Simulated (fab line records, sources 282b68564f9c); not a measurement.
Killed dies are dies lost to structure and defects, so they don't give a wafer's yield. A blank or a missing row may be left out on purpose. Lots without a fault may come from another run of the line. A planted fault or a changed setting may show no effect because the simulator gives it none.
fab line records | flow rit_cmos
record lots=5 wafers=15 last_day=6
route steps=202 shown PWELL@43 WELLDRIVE@50 NWELL@51 NRETRO@53 PRETRO@64 GATE@75 FOX2@80
lots that met no fault: from a run of the same line without faults
start_h: hours from the record's first day to the start of the lot's first wafer shown | wait_h: hours since the lot's step before | " the same as in the row above | L1.1+2: a row that stands for several wafers | - no value, or no start given | * or withheld: withheld | < > ~ a bound
route shown NAME@n: a module of which the file shows steps, and the number in the route of the first | usual: mean/standard deviation of fault-free wafers | same: alike in all rows | chamber/n: place in a boat | sites: the reading at each site | _std_site: their standard deviation | _edge_site: outer sites' mean less inner sites' | radius_mm: how far each site lies from the wafer's centre | mask NAME#n: copy n | behind: the tool/chamber that last shaped the wafer | hold: why the lot was held/for how many hours/how that ended | device: the transistor (n, p or np) that didn't switch | end of line: the same wafers' tests at the end of the route | a step without rows: its recipe alone | killed: dies lost to structure and defects at the first sort, not the wafer's yield | map: a wafer's dies, x killed, . not, _ none there
set.NAME: the setting as run; set.NAME@STEP: as run at that earlier step | model.NAME: the simulator's own value behind a step, which no gauge read
lots at some steps of the route; a table a step, a row a wafer
services: from which hour (start_h, from the record's first day; less than 0 if before it) a tool's chamber was out of use, for how many hours, and why
## steps
# step RIT_PWELL_PEB_04
# recipe resist=NOVOLAK temp_c=withheld time_s=withheld
# usual resist_line_temp_C=*
# columns lot.wafer tool chamber start_h wait_h resist_line_temp_C
L079.1 litho_track-02 0 48.86 0.1 *
L079.3 " 0 " " *
L079.4 " 0 " " *
L080.2 litho_track-03 0 52.90 0.1 *
L080.5 " 0 " " *
L080.6 " 0 " " *
L085.3 litho_track-01 0 76.47 0.1 *
L085.4 " 0 " " *
L085.6 " 0 " " *
L091.3 litho_track-01 0 106.77 0.1 *
L091.4 " 0 " " *
L091.5 " 0 " " *
L092.1 litho_track-03 0 116.93 0.1 *
L092.4 " 0 " " *
L092.6 " 0 " " *
# step RIT_PWELL_DEVELOP_05
# recipe resist=NOVOLAK develop_time_s=65.95 dev_temp_c=23
# usual resist_line_temp_C=22.99/0.095
# columns lot.wafer tool chamber start_h wait_h resist_line_temp_C
L079.1 litho_track-02 0 - - 23.08
L079.3 " 0 " " 23.01
L079.4 " 0 " " 23.07
L080.2 litho_track-03 0 - - 22.98
L080.5 " 0 " " 23.01
L080.6 " 0 " " 23.05
L085.3 litho_track-01 0 - - 22.73
L085.4 " 0 " " 22.89
L085.6 " 0 " " 22.69
L091.3 litho_track-01 0 - - 23.02
L091.4 " 0 " " 22.92
L091.5 " 0 " " 23.00
L092.1 litho_track-03 0 - - 23.04
L092.4 " 0 " " 22.98
L092.6 " 0 " " 22.92
# step RIT_PWELL_OVL_MEAS_06
# usual PWELL_OVL=0.3/1.5
# columns lot.wafer tool chamber start_h wait_h PWELL_OVL[nm]
L079.1 overlay-01 - 49.18 - -1.4
L079.3 " - " " 0.1
L079.4 " - " " -1.5
L080.2 overlay-01 - 53.19 - -1.1
L080.5 " - " " -1.1
L080.6 " - " " -0.7
L085.3 overlay-02 - 76.75 - -0.8
L085.4 " - " " 0.6
L085.6 " - " " 1.6
L091.3 overlay-01 - 107.05 - 4.2
L091.4 " - " " 4.5
L091.5 " - " " 2.5
L092.1 overlay-02 - 117.25 - 0.6
L092.4 " - " " -1.7
L092.6 " - " " -1.3
# step RIT_PWELL_HARDBAKE_07
# recipe resist=NOVOLAK temp_c=140 time_s=120
# usual resist_line_temp_C=22.97/0.1
# columns lot.wafer tool chamber start_h wait_h resist_line_temp_C
L079.1 litho_track-02 0 49.21 0.0 23.02
L079.3 " 0 " " 22.88
L079.4 " 0 " " 22.90
L080.2 litho_track-01 0 53.26 0.1 22.92
L080.5 " 0 " " 22.84
L080.6 " 0 " " 23.13
L085.3 litho_track-03 0 76.99 0.2 22.99
L085.4 " 0 " " 22.92
L085.6 " 0 " " 22.92
L091.3 litho_track-01 0 107.16 0.1 22.97
L091.4 " 0 " " 23.00
L091.5 " 0 " " 23.02
L092.1 litho_track-02 0 117.28 0.0 23.10
L092.4 " 0 " " 23.02
L092.6 " 0 " " 23.25
# step RIT_PWELL_IMPLANT_08
# recipe species=B energy_kev=170 dose_cm2=7e+13 tilt_deg=7
# columns lot.wafer tool chamber start_h wait_h
L079.1+3+4 implanter-03 0 49.46 0.2
L080.2+5+6 implanter-04 0 53.50 0.2
L085.3+4+6 implanter-03 0 77.20 0.2
L091.3+4+5 implanter-03 0 107.37 0.2
L092.1+4+6 implanter-03 0 117.53 0.2
# step RIT_PWELL_STRIP_09
# recipe chemistry=O2 time_s=180 resist=NOVOLAK platen_temp_c=withheld power_w=500 pressure_mtorr=4000 o2_flow_sccm=4000
# usual drypump_motor_current_A=5.8/0.47
# columns lot.wafer tool chamber start_h wait_h drypump_motor_current_A rf_hours_counter_h
L079.1 plasma_asher-04 1 49.61 0.1 6.3 41
L079.3 " 0 " " 5.0 -
L079.4 " 1 " " 6.3 -
L080.2 plasma_asher-03 0 53.62 0.1 5.9 43
L080.5 " 1 " " 6.0 -
L080.6 " 0 " " 5.9 -
L085.3 plasma_asher-02 1 77.36 0.1 4.7 -
L085.4 " 0 " " 5.8 -
L085.6 " 1 " " 4.7 -
L091.3 plasma_asher-02 0 107.53 0.1 5.7 -
L091.4 " 1 " " 4.7 -
L091.5 " 1 " " 4.7 -
L092.1 plasma_asher-03 0 117.68 0.1 5.9 49
L092.4 " 0 " " 5.9 -
L092.6 " 1 " " 6.1 -
# step RIT_PWELL_TW_MEAS_10
# usual PWELL_TW=957/15
# columns lot.wafer tool chamber start_h wait_h PWELL_TW
L079.1 film_metro-02 - 49.79 0.1 974
L079.3 " - " " 979
L079.4 " - " " 973
L080.2 film_metro-03 - 53.81 0.1 954
L080.5 " - " " 946
L080.6 " - " " 952
L085.3 film_metro-02 - 77.50 0.1 976
L085.4 " - " " 980
L085.6 " - " " 979
L091.3 film_metro-01 - 107.67 0.1 944
L091.4 " - " " 945
L091.5 " - " " 941
L092.1 film_metro-03 - 117.86 0.1 951
L092.4 " - " " 949
L092.6 " - " " 949
# step RIT_WELLDRIVE_ANNEAL_00
# recipe temp_c=1100 time_s=14700 ambient=N2
# usual spike_tc_centre_C=1103.4/1.1 spike_tc_load_C=1128/4.6 zone_power_centre_pct=49/5
# columns lot.wafer tool chamber start_h wait_h spike_tc_centre_C spike_tc_load_C zone_power_centre_pct
L079.1 furnace-03 0 49.85 0.1 1103.0 1125 54
L079.3 " 0 " " 1103.1 1125 54
L079.4 " 0 " " 1103.7 1127 54
L080.2 furnace-04 0 53.86 0.0 1104.6 1133 44
L080.5 " 0 " " 1103.9 1133 44
L080.6 " 0 " " 1103.6 1132 44
L085.3 furnace-04 0 78.45 0.9 1102.2 1134 44
L085.4 " 0 " " 1102.2 1133 43
L085.6 " 0 " " 1102.9 1134 44
L091.3 furnace-04 0 109.07 1.4 1103.0 1132 43
L091.4 " 0 " " 1103.6 1134 45
L091.5 " 0 " " 1102.5 1132 43
L092.1 furnace-01 0 117.92 0.1 1103.3 1119 53
L092.4 " 0 " " 1103.0 1121 54
L092.6 " 0 " " 1103.6 1121 54
# step RIT_WELLDRIVE_RS_MEAS_01
# recipe thk_meas_gauge=four-point-probe
# usual NWELL_RS=275.9/0.67
# columns lot.wafer tool chamber start_h wait_h NWELL_RS[ohm/sq]
L079.1 film_metro-01 - 54.93 0.0 276.6
L079.3 " - " " 275.0
L079.4 " - " " 275.7
L080.2 film_metro-01 - 58.96 0.0 275.7
L080.5 " - " " 276.1
L080.6 " - " " 275.5
L085.3 film_metro-01 - 83.58 0.0 275.8
L085.4 " - " " 275.5
L085.6 " - " " 274.7
L091.3 film_metro-03 - 114.19 0.0 276.9
L091.4 " - " " 275.9
L091.5 " - " " 276.6
L092.1 film_metro-01 - 123.00 0.0 275.4
L092.4 " - " " 274.9
L092.6 " - " " 275.2
# step RIT_WELLDRIVE_RS_MEAS_02
# recipe thk_meas_gauge=four-point-probe
# usual PWELL_RS=430.1/1.3
# columns lot.wafer tool chamber start_h wait_h PWELL_RS[ohm/sq]
L079.1 film_metro-01 - 55.05 0.1 429.1
L079.3 " - " " 429.6
L079.4 " - " " 428.8
L080.2 film_metro-01 - 59.08 0.1 430.3
L080.5 " - " " 430.6
L080.6 " - " " 431.8
L085.3 film_metro-01 - 83.70 0.1 430.7
L085.4 " - " " 430.5
L085.6 " - " " 430.1
L091.3 film_metro-03 - 114.31 0.1 428.8
L091.4 " - " " 430.2
L091.5 " - " " 427.1
L092.1 film_metro-01 - 123.12 0.1 430.3
L092.4 " - " " 429.7
L092.6 " - " " 429.4
# step RIT_NRETRO_HMDS_00
# recipe prime_time_s=60 prime_temp_c=140
# usual resist_line_temp_C=22.98/0.1
# columns lot.wafer tool chamber start_h wait_h resist_line_temp_C
L079.1 litho_track-02 0 55.17 0.1 23.12
L079.3 " 0 " " 23.04
L079.4 " 0 " " 23.07
L080.2 litho_track-02 0 59.21 0.1 23.26
L080.5 " 0 " " 23.13
L080.6 " 0 " " 22.96
L085.3 litho_track-02 0 83.83 0.1 23.08
L085.4 " 0 " " 23.04
L085.6 " 0 " " 23.04
L091.3 litho_track-04 0 114.44 0.1 23.09
L091.4 " 0 " " 23.07
L091.5 " 0 " " 22.97
L092.1 litho_track-01 0 123.24 0.1 22.92
L092.4 " 0 " " 22.73
L092.6 " 0 " " 22.79
# step RIT_NRETRO_COAT_01
# recipe resist=NOVOLAK spin_rpm=2000 resist_thk_nm=1300
# usual resist_line_temp_C=22.99/0.11
# columns lot.wafer tool chamber start_h wait_h resist_line_temp_C
L079.1 litho_track-02 0 55.32 0.1 23.00
L079.3 " 0 " " 22.95
L079.4 " 0 " " 22.96
L080.2 litho_track-02 0 59.36 0.1 23.01
L080.5 " 0 " " 23.01
L080.6 " 0 " " 22.95
L085.3 litho_track-02 0 83.98 0.1 23.05
L085.4 " 0 " " 22.79
L085.6 " 0 " " 22.83
L091.3 litho_track-04 0 114.59 0.1 22.94
L091.4 " 0 " " 23.00
L091.5 " 0 " " 22.92
L092.1 litho_track-01 0 123.39 0.1 22.79
L092.4 " 0 " " 22.92
L092.6 " 0 " " 23.00
# step RIT_NRETRO_SOFTBAKE_02
# recipe resist=NOVOLAK temp_c=90 time_s=60
# usual resist_line_temp_C=22.97/0.091
# columns lot.wafer tool chamber start_h wait_h resist_line_temp_C
L079.1 litho_track-02 0 55.47 0.1 22.86
L079.3 " 0 " " 23.18
L079.4 " 0 " " 23.06
L080.2 litho_track-02 0 59.51 0.1 23.13
L080.5 " 0 " " 23.07
L080.6 " 0 " " 23.00
L085.3 litho_track-02 0 84.13 0.1 23.03
L085.4 " 0 " " 22.83
L085.6 " 0 " " 23.07
L091.3 litho_track-04 0 114.74 0.1 22.96
L091.4 " 0 " " 22.98
L091.5 " 0 " " 22.96
L092.1 litho_track-01 0 123.54 0.1 23.19
L092.4 " 0 " " 22.96
L092.6 " 0 " " 23.00
# step RIT_NRETRO_EXPOSE_03
# recipe mask_id=M4 na=0.57 target_cd_nm=43900 dose_mj=250
# same na=0.57
# columns lot.wafer tool chamber start_h wait_h mask
L079.1+3+4 iline_stepper-01 0 55.74 0.2 M4#0
L080.2+5+6 iline_stepper-01 0 59.65 0.1 M4#0
L085.3+4+6 iline_stepper-02 0 84.26 0.1 M4#0
L091.3+4+5 iline_stepper-01 0 114.88 0.1 M4#0
L092.1+4+6 iline_stepper-02 0 123.82 0.2 M4#0
# step RIT_NRETRO_PEB_04
# recipe resist=NOVOLAK temp_c=withheld time_s=withheld
# usual resist_line_temp_C=*
# columns lot.wafer tool chamber start_h wait_h resist_line_temp_C
L079.1 litho_track-02 0 55.86 0.1 *
L079.3 " 0 " " *
L079.4 " 0 " " *
L080.2 litho_track-04 0 59.83 0.2 *
L080.5 " 0 " " *
L080.6 " 0 " " *
L085.3 litho_track-04 0 84.39 0.1 *
L085.4 " 0 " " *
L085.6 " 0 " " *
L091.3 litho_track-02 0 115.01 0.1 *
L091.4 " 0 " " *
L091.5 " 0 " " *
L092.1 litho_track-01 0 123.93 0.1 *
L092.4 " 0 " " *
L092.6 " 0 " " *
# step RIT_NRETRO_DEVELOP_05
# recipe resist=NOVOLAK develop_time_s=68 dev_temp_c=23
# usual resist_line_temp_C=23.00/0.11
# columns lot.wafer tool chamber start_h wait_h resist_line_temp_C
L079.1 litho_track-02 0 - - 23.03
L079.3 " 0 " " 23.00
L079.4 " 0 " " 23.04
L080.2 litho_track-04 0 - - 22.97
L080.5 " 0 " " 23.00
L080.6 " 0 " " 22.99
L085.3 litho_track-04 0 - - 22.88
L085.4 " 0 " " 22.81
L085.6 " 0 " " 22.88
L091.3 litho_track-02 0 - - 23.00
L091.4 " 0 " " 22.94
L091.5 " 0 " " 23.09
L092.1 litho_track-01 0 - - 22.91
L092.4 " 0 " " 23.08
L092.6 " 0 " " 22.84
# step RIT_NRETRO_OVL_MEAS_06
# usual NRETRO_OVL=0.5/1.4
# columns lot.wafer tool chamber start_h wait_h NRETRO_OVL[nm]
L079.1 overlay-02 - 56.17 - 1.5
L079.3 " - " " 1.9
L079.4 " - " " 0.6
L080.2 overlay-01 - 60.13 - -2.2
L080.5 " - " " -1.4
L080.6 " - " " -2.0
L085.3 overlay-01 - 84.67 - 0.9
L085.4 " - " " -1.2
L085.6 " - " " 1.5
L091.3 overlay-02 - 115.29 - -0.3
L091.4 " - " " -0.1
L091.5 " - " " 1.7
L092.1 overlay-01 - 124.25 - -1.1
L092.4 " - " " -1.1
L092.6 " - " " -1.9
# step RIT_NRETRO_HARDBAKE_07
# recipe resist=NOVOLAK temp_c=140 time_s=120
# usual resist_line_temp_C=22.99/0.12
# columns lot.wafer tool chamber start_h wait_h resist_line_temp_C
L079.1 litho_track-04 0 56.21 0.0 22.92
L079.3 " 0 " " 22.97
L079.4 " 0 " " 23.10
L080.2 litho_track-04 0 60.20 0.1 23.03
L080.5 " 0 " " 23.02
L080.6 " 0 " " 23.12
L085.3 litho_track-01 0 84.78 0.1 22.98
L085.4 " 0 " " 22.67
L085.6 " 0 " " 22.88
L091.3 litho_track-01 0 115.39 0.1 23.00
L091.4 " 0 " " 23.06
L091.5 " 0 " " 23.02
L092.1 litho_track-02 0 124.28 0.0 22.91
L092.4 " 0 " " 23.09
L092.6 " 0 " " 23.03
# step RIT_NRETRO_IMPLANT_08
# recipe species=P energy_kev=70 dose_cm2=1e+13 tilt_deg=7
# columns lot.wafer tool chamber start_h wait_h
L079.1+3+4 implanter-04 0 56.46 0.2
L080.2+5+6 implanter-04 0 60.43 0.2
L085.3+4+6 implanter-03 0 84.99 0.2
L091.3+4+5 implanter-01 0 115.61 0.2
L092.1+4+6 implanter-03 0 124.53 0.2
# step RIT_NRETRO_STRIP_09
# recipe chemistry=O2 time_s=180 resist=NOVOLAK platen_temp_c=withheld power_w=500 pressure_mtorr=4000 o2_flow_sccm=4000
# usual drypump_motor_current_A=5.7/0.5
# columns lot.wafer tool chamber start_h wait_h drypump_motor_current_A rf_hours_counter_h
L079.1 plasma_asher-01 1 56.61 0.1 6.0 38
L079.3 " 0 " " 6.3 -
L079.4 " 1 " " 6.0 -
L080.2 plasma_asher-01 0 60.56 0.1 6.3 39
L080.5 " 0 " " 6.3 -
L080.6 " 1 " " 6.0 -
L085.3 plasma_asher-02 1 85.15 0.1 4.7 -
L085.4 " 0 " " 5.7 -
L085.6 " 0 " " 5.7 -
L091.3 plasma_asher-03 1 115.77 0.1 6.1 -
L091.4 " 0 " " 5.8 -
L091.5 " 0 " " 5.9 -
L092.1 plasma_asher-03 0 124.68 0.1 5.9 50
L092.4 " 0 " " 5.9 -
L092.6 " 0 " " 5.9 -
# step RIT_NRETRO_TW_MEAS_10
# usual NRETRO_TW=1062/11
# columns lot.wafer tool chamber start_h wait_h NRETRO_TW
L079.1 film_metro-03 - 56.79 0.1 1049
L079.3 " - " " 1049
L079.4 " - " " 1051
L080.2 film_metro-04 - 60.74 0.1 1060
L080.5 " - " " 1063
L080.6 " - " " 1064
L085.3 film_metro-04 - 85.29 0.1 1045
L085.4 " - " " 1055
L085.6 " - " " 1049
L091.3 film_metro-02 - 115.91 0.1 1073
L091.4 " - " " 1069
L091.5 " - " " 1068
L092.1 film_metro-04 - 124.86 0.1 1052
L092.4 " - " " 1054
L092.6 " - " " 1054
# step RIT_PRETRO_HMDS_00
# recipe prime_time_s=60 prime_temp_c=140
# usual resist_line_temp_C=22.97/0.1
# columns lot.wafer tool chamber start_h wait_h resist_line_temp_C
L079.1 litho_track-04 0 56.85 0.1 23.05
L079.3 " 0 " " 22.92
L079.4 " 0 " " 23.11
L080.2 litho_track-04 0 60.82 0.1 22.94
L080.5 " 0 " " 22.97
L080.6 " 0 " " 22.95
L085.3 litho_track-02 0 85.38 0.1 23.06
L085.4 " 0 " " 23.04
L085.6 " 0 " " 23.05
L091.3 litho_track-02 0 116.00 0.1 23.11
L091.4 " 0 " " 23.04
L091.5 " 0 " " 23.06
L092.1 litho_track-03 0 124.92 0.1 22.97
L092.4 " 0 " " 23.07
L092.6 " 0 " " 22.90
# step RIT_PRETRO_COAT_01
# recipe resist=NOVOLAK spin_rpm=2000 resist_thk_nm=1300
# usual resist_line_temp_C=23.00/0.11
# columns lot.wafer tool chamber start_h wait_h resist_line_temp_C
L079.1 litho_track-04 0 57.00 0.1 23.14
L079.3 " 0 " " 23.04
L079.4 " 0 " " 23.15
L080.2 litho_track-04 0 60.97 0.1 22.85
L080.5 " 0 " " 22.85
L080.6 " 0 " " 22.87
L085.3 litho_track-02 0 85.53 0.1 22.99
L085.4 " 0 " " 23.07
L085.6 " 0 " " 22.92
L091.3 litho_track-02 0 116.15 0.1 22.98
L091.4 " 0 " " 22.98
L091.5 " 0 " " 23.07
L092.1 litho_track-03 0 125.07 0.1 23.00
L092.4 " 0 " " 23.03
L092.6 " 0 " " 22.91
# step RIT_PRETRO_SOFTBAKE_02
# recipe resist=NOVOLAK temp_c=90 time_s=60
# usual resist_line_temp_C=23.02/0.11
# columns lot.wafer tool chamber start_h wait_h resist_line_temp_C
L079.1 litho_track-04 0 57.15 0.1 23.08
L079.3 " 0 " " 23.02
L079.4 " 0 " " 22.93
L080.2 litho_track-04 0 61.12 0.1 22.97
L080.5 " 0 " " 22.88
L080.6 " 0 " " 22.78
L085.3 litho_track-02 0 85.68 0.1 22.99
L085.4 " 0 " " 23.08
L085.6 " 0 " " 23.05
L091.3 litho_track-02 0 116.30 0.1 23.05
L091.4 " 0 " " 22.84
L091.5 " 0 " " 23.08
L092.1 litho_track-03 0 125.22 0.1 23.07
L092.4 " 0 " " 23.06
L092.6 " 0 " " 23.12
# step RIT_PRETRO_EXPOSE_03
# recipe mask_id=M5 na=0.57 target_cd_nm=43700 dose_mj=250
# same na=0.57
# columns lot.wafer tool chamber start_h wait_h mask
L079.1+3+4 iline_stepper-02 0 57.42 0.2 M5#0
L080.2+5+6 iline_stepper-02 0 61.26 0.1 M5#0
L085.3+4+6 iline_stepper-01 0 85.82 0.1 M5#0
L091.3+4+5 iline_stepper-01 0 116.56 0.2 M5#0
L092.1+4+6 iline_stepper-02 0 125.49 0.2 M5#0
# step RIT_PRETRO_PEB_04
# recipe resist=NOVOLAK temp_c=withheld time_s=withheld
# usual resist_line_temp_C=*
# columns lot.wafer tool chamber start_h wait_h resist_line_temp_C
L079.1 litho_track-03 0 57.54 0.1 *
L079.3 " 0 " " *
L079.4 " 0 " " *
L080.2 litho_track-02 0 61.38 0.1 *
L080.5 " 0 " " *
L080.6 " 0 " " *
L085.3 litho_track-02 0 85.94 0.1 *
L085.4 " 0 " " *
L085.6 " 0 " " *
L091.3 litho_track-02 0 116.69 0.1 *
L091.4 " 0 " " *
L091.5 " 0 " " *
L092.1 litho_track-04 0 125.61 0.1 *
L092.4 " 0 " " *
L092.6 " 0 " " *
# step RIT_PRETRO_DEVELOP_05
# recipe resist=NOVOLAK develop_time_s=68 dev_temp_c=23
# usual resist_line_temp_C=23.01/0.11
# columns lot.wafer tool chamber start_h wait_h resist_line_temp_C
L079.1 litho_track-03 0 - - 23.03
L079.3 " 0 " " 23.05
L079.4 " 0 " " 22.97
L080.2 litho_track-02 0 - - 22.98
L080.5 " 0 " " 23.10
L080.6 " 0 " " 23.14
L085.3 litho_track-02 0 - - 23.04
L085.4 " 0 " " 22.78
L085.6 " 0 " " 23.13
L091.3 litho_track-02 0 - - 23.09
L091.4 " 0 " " 23.00
L091.5 " 0 " " 22.94
L092.1 litho_track-04 0 - - 23.06
L092.4 " 0 " " 23.04
L092.6 " 0 " " 23.01
# step RIT_PRETRO_OVL_MEAS_06
# usual PRETRO_OVL=-0.2/1.3
# columns lot.wafer tool chamber start_h wait_h PRETRO_OVL[nm]
L079.1 overlay-01 - 57.85 - -1.5
L079.3 " - " " -2.3
L079.4 " - " " -0.7
L080.2 overlay-02 - 61.68 - 0.1
L080.5 " - " " -0.2
L080.6 " - " " -0.5
L085.3 overlay-02 - 86.22 - 0.1
L085.4 " - " " 1.4
L085.6 " - " " -0.8
L091.3 overlay-01 - 116.96 - -1.9
L091.4 " - " " 0.2
L091.5 " - " " -1.1
L092.1 overlay-02 - 125.92 - -0.2
L092.4 " - " " -0.5
L092.6 " - " " 0.0
# step RIT_PRETRO_HARDBAKE_07
# recipe resist=NOVOLAK temp_c=141.4 time_s=120
# usual resist_line_temp_C=22.99/0.094
# columns lot.wafer tool chamber start_h wait_h resist_line_temp_C
L079.1 litho_track-04 0 57.89 0.0 22.93
L079.3 " 0 " " 23.01
L079.4 " 0 " " 22.89
L080.2 litho_track-04 0 61.75 0.1 23.07
L080.5 " 0 " " 22.88
L080.6 " 0 " " 22.92
L085.3 litho_track-04 0 86.33 0.1 23.03
L085.4 " 0 " " 22.90
L085.6 " 0 " " 22.89
L091.3 litho_track-04 0 117.07 0.1 22.84
L091.4 " 0 " " 22.84
L091.5 " 0 " " 22.85
L092.1 litho_track-03 0 125.96 0.0 23.10
L092.4 " 0 " " 22.94
L092.6 " 0 " " 22.96
# step RIT_PRETRO_IMPLANT_08
# recipe species=B energy_kev=44.69 dose_cm2=1.2e+13 tilt_deg=7
# columns lot.wafer tool chamber start_h wait_h
L079.1+3+4 implanter-01 0 58.14 0.2
L080.2+5+6 implanter-02 0 61.98 0.2
L085.3+4+6 implanter-04 0 86.54 0.2
L091.3+4+5 implanter-01 0 117.29 0.2
L092.1+4+6 implanter-01 0 126.21 0.2
# step RIT_PRETRO_STRIP_09
# recipe chemistry=O2 time_s=180 resist=NOVOLAK platen_temp_c=withheld power_w=500 pressure_mtorr=4000 o2_flow_sccm=4000
# usual drypump_motor_current_A=5.5/0.62
# columns lot.wafer tool chamber start_h wait_h drypump_motor_current_A rf_hours_counter_h
L079.1 plasma_asher-04 0 58.29 0.1 5.0 41
L079.3 " 0 " " 5.0 -
L079.4 " 1 " " 6.3 -
L080.2 plasma_asher-01 0 62.11 0.1 6.3 39
L080.5 " 0 " " 6.3 -
L080.6 " 1 " " 6.0 -
L085.3 plasma_asher-02 0 86.70 0.1 5.7 -
L085.4 " 1 " " 4.7 -
L085.6 " 0 " " 5.7 -
L091.3 plasma_asher-02 0 117.44 0.1 5.7 -
L091.4 " 1 " " 4.7 -
L091.5 " 1 " " 4.7 -
L092.1 plasma_asher-02 1 126.36 0.1 4.7 35
L092.4 " 1 " " 4.7 -
L092.6 " 1 " " 4.7 -
# step RIT_PRETRO_TW_MEAS_10
# usual PRETRO_TW=478/7.7
# columns lot.wafer tool chamber start_h wait_h PRETRO_TW
L079.1 film_metro-02 - 58.46 0.1 486
L079.3 " - " " 490
L079.4 " - " " 487
L080.2 film_metro-01 - 62.29 0.1 473
L080.5 " - " " 471
L080.6 " - " " 472
L085.3 film_metro-02 - 86.84 0.1 487
L085.4 " - " " 490
L085.6 " - " " 489
L091.3 film_metro-01 - 117.58 0.1 469
L091.4 " - " " 470
L091.5 " - " " 468
L092.1 film_metro-01 - 126.53 0.1 469
L092.4 " - " " 470
L092.6 " - " " 469
# step RIT_GATE_WET_ETCH_00
# recipe chemistry=BOE target=SiO2 target_depth_nm=56 time_s=60 dry=n2_spin dilution=10:1 temp_c=21.5
# columns lot.wafer tool chamber start_h wait_h
L079.1+3+4 wet_bench-02 0 58.57 0.1
L080.2+5+6 wet_bench-04 1 62.34 0.0
L085.3+4+6 wet_bench-02 3 86.88 0.0
L091.3+4+5 wet_bench-04 3 117.62 0.0
L092.1+4+6 wet_bench-04 2 126.59 0.1
# step RIT_GATE_CLEAN_01
# recipe chemistry=SC1 mix=3:3:50 time_s=600 temp_c=75
# usual bath_guard_temp_C=74.8/0.56
# columns lot.wafer tool chamber start_h wait_h bath_guard_temp_C
L079.1 wet_bench-03 2 58.60 0.0 76.0
L079.3 " 2 " " 76.0
L079.4 " 2 " " 75.9
L080.2 wet_bench-02 3 62.37 0.0 74.8
L080.5 " 3 " " 74.4
L080.6 " 3 " " 74.7
L085.3 wet_bench-02 0 86.90 0.0 74.5
L085.4 " 0 " " 74.5
L085.6 " 0 " " 74.7
L091.3 wet_bench-02 2 117.65 0.0 75.7
L091.4 " 2 " " 75.7
L091.5 " 2 " " 75.4
L092.1 wet_bench-02 3 126.62 0.0 75.0
L092.4 " 3 " " 75.0
L092.6 " 3 " " 74.7
# step RIT_GATE_CLEAN_02
# recipe chemistry=dHF dilution=50:1 time_s=30
# columns lot.wafer tool chamber start_h wait_h
L079.1+3+4 wet_bench-03 2 58.80 0.0
L080.2+5+6 wet_bench-03 1 62.55 0.0
L085.3+4+6 wet_bench-02 2 87.08 0.0
L091.3+4+5 wet_bench-04 2 117.86 0.0
L092.1+4+6 wet_bench-04 1 126.81 0.0
# step RIT_GATE_CLEAN_03
# recipe chemistry=SC2 mix=3:3:50 time_s=600 temp_c=75 dry=n2_spin
# usual bath_guard_temp_C=74.9/0.45
# columns lot.wafer tool chamber start_h wait_h bath_guard_temp_C
L079.1 wet_bench-03 1 58.82 0.0 74.5
L079.3 " 1 " " 74.7
L079.4 " 1 " " 74.7
L080.2 wet_bench-04 1 62.56 0.0 75.4
L080.5 " 1 " " 75.2
L080.6 " 1 " " 75.3
L085.3 wet_bench-02 0 87.09 0.0 74.6
L085.4 " 0 " " 74.5
L085.6 " 0 " " 74.4
L091.3 wet_bench-02 2 117.88 0.0 75.9
L091.4 " 2 " " 75.8
L091.5 " 2 " " 75.3
L092.1 wet_bench-04 2 126.83 0.0 74.8
L092.4 " 2 " " 74.5
L092.6 " 2 " " 74.7
# step RIT_GATE_CLEAN_04
# recipe chemistry=dHF dilution=50:1 time_s=60 dry=n2_spin
# columns lot.wafer tool chamber start_h wait_h
L079.1+3+4 wet_bench-04 1 59.03 0.0
L080.2+5+6 wet_bench-02 1 62.76 0.0
L085.3+4+6 wet_bench-04 1 87.27 0.0
L091.3+4+5 wet_bench-04 2 118.08 0.0
L092.1+4+6 wet_bench-02 3 127.00 0.0
# step RIT_FOX2_THK_MEAS_91
# recipe reads=SiO2_of_FOX2_OXIDATION_00
# usual FIELD_OXIDE_LEFT_2_THK=257/6.4
# columns lot.wafer tool chamber start_h wait_h FIELD_OXIDE_LEFT_2_THK[nm]
L079.1 film_metro-03 - 59.06 0.0 262
L079.3 " - " " 261
L079.4 " - " " 258
L080.2 film_metro-03 - 62.79 0.0 260
L080.5 " - " " 257
L080.6 " - " " 258
L085.3 film_metro-04 - 87.31 0.0 260
L085.4 " - " " 263
L085.6 " - " " 255
L091.3 film_metro-04 - 118.13 0.0 265
L091.4 " - " " 264
L091.5 " - " " 259
L092.1 film_metro-01 - 127.03 0.0 269
L092.4 " - " " 265
L092.6 " - " " 268
# step RIT_GATE_OXIDATION_05
# recipe temp_c=900 ambient=O2 target_thk_a=30 ox_time_s=270
# usual ox_temp_c=900.1/0.44 spike_tc_centre_C=903.4/1.1 spike_tc_load_C=924/3.7 zone_power_centre_pct=43/6.2
# columns lot.wafer tool chamber start_h wait_h ox_temp_c spike_tc_centre_C spike_tc_load_C zone_power_centre_pct
L079.1 furnace-02 0 59.12 0.1 900.0 903.6 922 49
L079.3 " 0 " " 899.2 903.5 921 50
L079.4 " 0 " " 899.9 903.0 920 50
L080.2 furnace-03 0 62.84 0.0 900.1 905.8 922 42
L080.5 " 0 " " 900.2 904.6 922 42
L080.6 " 0 " " 900.4 903.1 923 42
L085.3 furnace-04 0 87.35 0.0 900.7 902.5 930 35
L085.4 " 0 " " 900.9 904.3 928 35
L085.6 " 0 " " 900.5 903.6 929 35
L091.3 furnace-04 0 118.17 0.0 900.7 902.4 928 34
L091.4 " 0 " " 900.2 904.7 930 35
L091.5 " 0 " " 900.1 903.3 931 34
L092.1 furnace-02 0 127.09 0.1 900.4 903.9 922 50
L092.4 " 0 " " 899.7 902.4 921 50
L092.6 " 0 " " 899.1 903.0 919 50
## services
# columns tool chamber start_h hours kind
furnace-01 - 41.93 2.3 pm
furnace-04 - 43.79 1.3 pm
plasma_asher-03 - 45.88 4.0 pm
furnace-04 - 58.94 3.5 pm
furnace-02 - 72.05 19.8 pm
implanter-02 - 80.39 3.7 pm
implanter-01 - 84.30 6.2 repair
furnace-02 - 91.84 3.5 pm
implanter-04 - 92.41 3.7 repair
plasma_asher-03 - 108.71 1.9 repair
plasma_asher-01 - 108.75 9.0 pm
plasma_asher-01 0 108.75 9.0 vent_cycle
plasma_asher-01 1 108.75 9.0 vent_cycle
plasma_asher-01 - 115.26 0.9 repair
plasma_asher-01 0 117.75 - clean
plasma_asher-01 1 117.75 - clean
## key
fault none
